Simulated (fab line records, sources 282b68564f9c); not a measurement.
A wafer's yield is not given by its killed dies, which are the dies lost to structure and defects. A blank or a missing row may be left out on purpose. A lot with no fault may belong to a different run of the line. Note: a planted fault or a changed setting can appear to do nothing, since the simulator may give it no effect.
Check for tools in common | flow rit-cmos | 14 lots, 42 wafers sampled

== REASON IT WAS OPENED ==
Flagged at RIT_GATE_CD_MEAS_16: reading cd-nm, on 2 of 14 lots. No-fault wafers: 149.2 nm, standard deviation 2.3.
Rule: a lot gets a flag if all its wafers with a number sit over 4 standard deviations from that mean, or if no wafer of it has a number. As for the other lots, they are considered sound.

lot  | measured    | on        | cd-nm (nm), wafer by wafer | flag
L190 | day 2 12:26 | cd-sem-01 | 149.9 150.8 153.6          |
L191 | day 2 18:25 | cd-sem-02 | 152.0 149.4 150.1          |
L194 | day 3 08:02 | cd-sem-02 | 148.3 148.0 144.7          |
L196 | day 3 19:43 | cd-sem-02 | 148.8 146.1 147.0          |
L197 | day 3 22:26 | cd-sem-02 | 149.5 151.7 149.8          |
L198 | day 4 04:14 | cd-sem-02 | 149.8 148.3 149.4          |
L199 | day 4 10:13 | cd-sem-02 | 148.1 150.2 150.4          |
L200 | day 4 14:55 | cd-sem-02 | 145.4 147.9 146.6          |
L204 | day 5 10:11 | cd-sem-02 | 59.9 59.3 58.4             | FLAGGED
L206 | day 5 21:14 | cd-sem-02 | 73.3 71.7 74.2             | FLAGGED
L209 | day 6 11:10 | cd-sem-02 | 149.3 150.6 148.8          |
L211 | day 6 22:23 | cd-sem-02 | 151.3 150.2 150.9          |
L212 | day 7 02:53 | cd-sem-02 | 149.1 151.2 150.4          |
L213 | day 7 12:09 | cd-sem-02 | 148.9 149.2 148.6          |
The mean of the flagged lots' numbers is 66.1 nm, -83.1 nm from the usual (-36 standard deviations).

== WHICH TOOL RAN EACH LOT ==
The record keeps 1 process step preceding the reading, out of 202 steps on the route. Cell contents, in order: the tool; ch with the chambers the sampled wafers went through; the start.
lot  | flag    | RIT_GATE_COAT_11
L190 |         | litho-track-03 ch 0, day 2 11:37
L191 |         | litho-track-03 ch 0, day 2 17:44
L194 |         | litho-track-02 ch 0, day 3 07:13
L196 |         | litho-track-04 ch 0, day 3 18:52
L197 |         | litho-track-02 ch 0, day 3 21:44
L198 |         | litho-track-02 ch 0, day 4 03:25
L199 |         | litho-track-03 ch 0, day 4 09:23
L200 |         | litho-track-04 ch 0, day 4 14:05
L204 | FLAGGED | litho-track-02 ch 0, day 5 09:22
L206 | FLAGGED | litho-track-02 ch 0, day 5 20:22
L209 |         | litho-track-04 ch 0, day 6 10:29
L211 |         | litho-track-04 ch 0, day 6 21:32
L212 |         | litho-track-03 ch 0, day 7 02:11
L213 |         | litho-track-04 ch 0, day 7 11:28
What these steps do:
- RIT_GATE_COAT_11: resist thk 850 nm.
- RIT_GATE_CD_MEAS_16: target cd 150 nm.

== FLAGGED OVER TOTAL, TOOL BY TOOL (the gauges that took the reading come last) ==
step                | tool           | lots run | flagged | share of the flagged lots | sound lots run after its first flagged lot
RIT_GATE_COAT_11    | litho-track-02 | 5        | 2       | all                       | 0
RIT_GATE_COAT_11    | litho-track-03 | 4        | 0       | none                      | -
RIT_GATE_COAT_11    | litho-track-04 | 5        | 0       | none                      | -
RIT_GATE_CD_MEAS_16 | cd-sem-01      | 1        | 0       | none                      | -
RIT_GATE_CD_MEAS_16 | cd-sem-02      | 13       | 2       | all                       | 4 (L209,L211,L212,L213)

== WHAT THE TABLE PERMITS ==
Table rows that saw every flagged lot: 2, namely litho-track-02 at RIT_GATE_COAT_11 and cd-sem-02 at RIT_GATE_CD_MEAS_16.
- litho-track-02 at RIT_GATE_COAT_11: 2 of its 5 lots flagged. It ran its last sound lot, L198, at day 4 03:25 and its first flagged lot, L204, at day 5 09:22: a fault with its onset between the two fits.
- cd-sem-02 at RIT_GATE_CD_MEAS_16: 2 of its 13 lots flagged. Lots that were sound ran on it after the first flagged one (L209, L211, L212, L213); a persistent fault on the entire tool would not allow that.
litho-track-02 at RIT_GATE_COAT_11 is the single tool remaining.

== WHAT THE SIMULATOR HAD INSERTED ==
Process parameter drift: litho-track-02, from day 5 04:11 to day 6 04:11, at RIT_GATE_COAT_11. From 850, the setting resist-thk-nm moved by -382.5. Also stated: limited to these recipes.
Lots struck among those shown: L204, L206. The rule given above showed the same thing.
